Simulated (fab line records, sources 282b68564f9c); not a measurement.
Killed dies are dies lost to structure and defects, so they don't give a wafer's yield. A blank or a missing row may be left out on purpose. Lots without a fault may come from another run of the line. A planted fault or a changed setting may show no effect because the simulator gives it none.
A struck lot beside a sound one | flow rit_cmos | 13 steps out of a route of 202
Sound: wafers L283.2, L283.4, L283.6. Struck: wafers L296.4, L296.5, L296.6. The cause comes at the end.
At each step with rows: each side's tool, then ch and its chambers, then its first start. Under that, the readings that differ: sound wafers | struck wafers | difference of the means | sigmas: that difference in standard deviations of wafers without a fault.
alike: readings whose means differ by less than 2 such deviations, and words and numbers that are the same on both sides. not compared: withheld readings, readings that some wafer has no value for, bounds like >300 that may hide the same value, and numbers for which the record gives no deviation and whose values overlap.
The two part at a step that has a row with sigmas, a row that says differs or no value, or rows on one side only. Numbers that don't overlap but have no deviation are shown without sigmas and don't part them. A reading that every wafer of one side lacks parts them only if that side has two wafers or more.

first, 2 steps without rows for these wafers: RIT_PLDD_PEB_04; RIT_PLDD_DEVELOP_05 (develop time 50 s).
RIT_PLDD_OVL_MEAS_06:
  sound on overlay-01, day 3 04:27; struck on overlay-01, day 5 22:57
  alike: PLDD_OVL
then, 2 steps without rows for these wafers: RIT_PLDD_HARDBAKE_07 (time 60 s); RIT_PLDD_IMPLANT_08.
RIT_PLDD_STRIP_09: strips in O2, time 180 s.
  sound on plasma_asher-04 ch 0,1, day 3 04:47; struck on plasma_asher-04 ch 0,1, day 5 23:20
  alike: chamber_pressure_mTorr, drypump_motor_current_A
  not compared: rf_hours_counter_h
RIT_PLDD_TW_MEAS_10:
  sound on film_metro-04, day 3 04:58; struck on film_metro-01, day 5 23:29
  alike: PLDD_TW
then, 4 steps without rows for these wafers: RIT_SPACER_CLEAN_00 (cleans in SC1, time 600 s); RIT_SPACER_CLEAN_01 (cleans in dHF, time 30 s); RIT_SPACER_CLEAN_02 (cleans in SC2, time 600 s); RIT_SPACER_CVD_03 (deposits Si3N4 from SiH2Cl2/NH3, target thk 250 nm, time 3300 s).
RIT_SPACER_THK_MEAS_04:
  sound on film_metro-03, day 3 07:58; struck on film_metro-03, day 6 01:53
  alike: SPACER_NITRIDE_THK
RIT_SPACER_ETCHBACK_05: etches Si3N4 in SF6/CHF3, stops on SiO2, target depth 250 nm, time 240 s.
  sound on rie_diel-02 ch 0,2, day 3 08:01; struck on rie_diel-02 ch 0,2,3, day 6 01:55
  reading                                  | sound             | struck            | difference | sigmas
  oes_product_au (a.u.)                    | 0.822 0.858 0.862 | 0.968 0.957 1.011 | +0.131     | +7
  run_length_s (s)                         | 268.0 267.6 267.6 | 171.7 171.8 171.7 | -96.0      | -99 or more
  model.etch.depth_nm (nm)                 | 249.4 249.3 250.9 | 183.7 185.6 187.5 | -64.3      |
  model.poly-Si_of_GATE_CVD_08.thk_nm (nm) | 165.4 168 165.6   | 189.9 190.8 188.8 | +23.5      |
  model.Si3N4_of_SPACER_CVD_03.thk_nm (nm) | 196.2 195.5 196.6 | 218.8 217.7 216.7 | +21.6      |
  alike: SF6_flow_sccm, chamber_pressure_mTorr, drypump_motor_current_A, throttle_valve_pct
  not compared: rf_hours_counter_h

WHERE THEY PART
Only at RIT_SPACER_ETCHBACK_05, within this record.

WHY: what the simulator had put in
Process parameter drift: rie_diel-02, from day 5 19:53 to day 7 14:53, at RIT_SPACER_ETCHBACK_05. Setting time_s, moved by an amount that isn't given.
